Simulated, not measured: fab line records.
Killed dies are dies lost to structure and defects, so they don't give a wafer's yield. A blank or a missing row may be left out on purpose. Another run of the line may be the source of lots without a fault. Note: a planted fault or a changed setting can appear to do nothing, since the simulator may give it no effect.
Which tool was responsible? | flow berkeley-cmos170 | 42 wafers from 14 lots sampled at 2 of the route's 331 steps

WHAT THE GAUGES READ, wafer by wafer
UCB170_NSD_CD_MEAS_06: target cd 1200 nm.
lot  | measured     | on        | cd-nm (nm)
L841 | day 8 07:50  | cd-sem-02 | 1199.4 1199.1 1200.7
L842 | day 8 08:23  | cd-sem-01 | 1199.8 1201.6 1201.4
L844 | day 8 08:17  | cd-sem-02 | 1201.9 1201.9 1202.2
L846 | day 9 19:39  | cd-sem-01 | 1199.8 1200.3 1199.2
L848 | day 9 19:58  | cd-sem-02 | 1199.8 1200.7 1200.2
L849 | day 9 20:14  | cd-sem-01 | 1181.2 1182.4 1182.5
L847 | day 9 20:26  | cd-sem-02 | 1201.5 1201.6 1200.4
L853 | day 10 05:56 | cd-sem-01 | 1179.3 1177.9 1179.6
L857 | day 12 00:41 | cd-sem-02 | 1199.2 1199.1 1199.0
L859 | day 12 01:00 | cd-sem-01 | 1200.4 1200.2 1199.9
L858 | day 12 01:19 | cd-sem-01 | 1200.8 1199.7 1201.6
L862 | day 12 08:33 | cd-sem-01 | 1199.9 1201.8 1201.3
L863 | day 12 08:38 | cd-sem-02 | 1199.8 1200.7 1201.5
L864 | day 13 04:34 | cd-sem-01 | 1200.6 1201.0 1199.9

WHICH TOOL RAN EACH LOT (tool, then ch and the chambers of the sampled wafers, then the start)
lot  | UCB170_NSD_PEB_04
L841 | litho-track-03 ch 0, day 8 07:00
L842 | litho-track-02 ch 0, day 8 08:00
L844 | litho-track-04 ch 0, day 8 08:00
L846 | litho-track-04 ch 0, day 9 19:23
L848 | litho-track-03 ch 0, day 9 19:41
L849 | litho-track-04 ch 0, day 9 19:59
L847 | litho-track-02 ch 0, day 9 20:10
L853 | litho-track-04 ch 0, day 10 05:40
L857 | litho-track-03 ch 0, day 12 00:25
L859 | litho-track-02 ch 0, day 12 00:43
L858 | litho-track-02 ch 0, day 12 01:02
L862 | litho-track-03 ch 0, day 12 08:13
L863 | litho-track-02 ch 0, day 12 08:22
L864 | litho-track-03 ch 0, day 13 04:18
- UCB170_NSD_PEB_04

AS READ BY THE TOOLS THEMSELVES (means over the sampled wafers that have a number; for cases with no such wafer, the mark the record gives instead)
UCB170_NSD_PEB_04.
lot  | tool           | chill-plate-temp-C (C) | heater-power-total-W (W) | plate-temp-C (C)
L841 | litho-track-03 | 22.92                  | 56.82                    | 130.13
L842 | litho-track-02 | 22.94                  | 56.81                    | 129.96
L844 | litho-track-04 | 22.88                  | 56.78                    | 129.90
L846 | litho-track-04 | 22.86                  | 56.82                    | 130.09
L848 | litho-track-03 | 23.10                  | 56.83                    | 130.20
L849 | litho-track-04 | 22.82                  | 55.33                    | 127.30
L847 | litho-track-02 | 23.12                  | 56.79                    | 129.90
L853 | litho-track-04 | 23.07                  | 55.31                    | 127.53
L857 | litho-track-03 | 23.07                  | 56.77                    | 130.07
L859 | litho-track-02 | 23.09                  | 56.80                    | 130.02
L858 | litho-track-02 | 22.93                  | 56.75                    | 130.03
L862 | litho-track-03 | 23.02                  | 56.83                    | 130.00
L863 | litho-track-02 | 23.05                  | 56.81                    | 130.01
L864 | litho-track-03 | 23.03                  | 56.78                    | 130.00

THE ANSWER, worked out from the rows above alone
Rule: the lots themselves supply what counts as usual. Put in order of their means at a reading, lots are off if they are a third of the lots or fewer, leave a main group of 4 or more, and stand apart from it by a gap of 3 or more times the standard deviation of the main group's means; of several such gaps the widest counts. A main group is skipped when, at the precision printed for the reading in the tables above, its means are all equal. A lot without any number at a reading at which 4 lots or more have one is off too. All remaining lots with rows at the step are treated as sound. After the gauges, taken in route order, come the tools' own readings; for these a lot's mean is taken, as printed above. At the first step where some lot is off, the reading lying furthest off is the one used; lots without a number count as furthest.
Off at UCB170_NSD_CD_MEAS_06 (cd-nm): L849, L853. The main group: mean 1200.5 nm, standard deviation 0.73.
If a tool, at a process step before that reading, ran all the lots that are off and no sound lot after the first of them, it fits. Not tried: the gauges at UCB170_NSD_CD_MEAS_06; whatever is off there is also off at UCB170_NSD_PEB_04, on other tools, and gauge error can't account for it. One fits: litho-track-04 at UCB170_NSD_PEB_04. Its last sound lot is L846 (day 9 19:23), its first lot that is off L849 (day 9 19:59): a fault that began between those two fits.
The tool's own readings at UCB170_NSD_PEB_04 bear it out: on the lots that are off they differ by more than 5 times the standard deviation of the sound lots' means. heater-power-total-W reads 55.32 W there against 56.80 W on the sound lots; plate-temp-C reads 127.41 C there against 130.03 C on the sound lots.

WHAT THE SIMULATOR PUT IN
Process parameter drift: litho-track-04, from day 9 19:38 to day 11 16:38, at UCB170_NSD_PEB_04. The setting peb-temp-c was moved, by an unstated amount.
Struck lots among those shown: L849, L853. Same finding as the rule above.
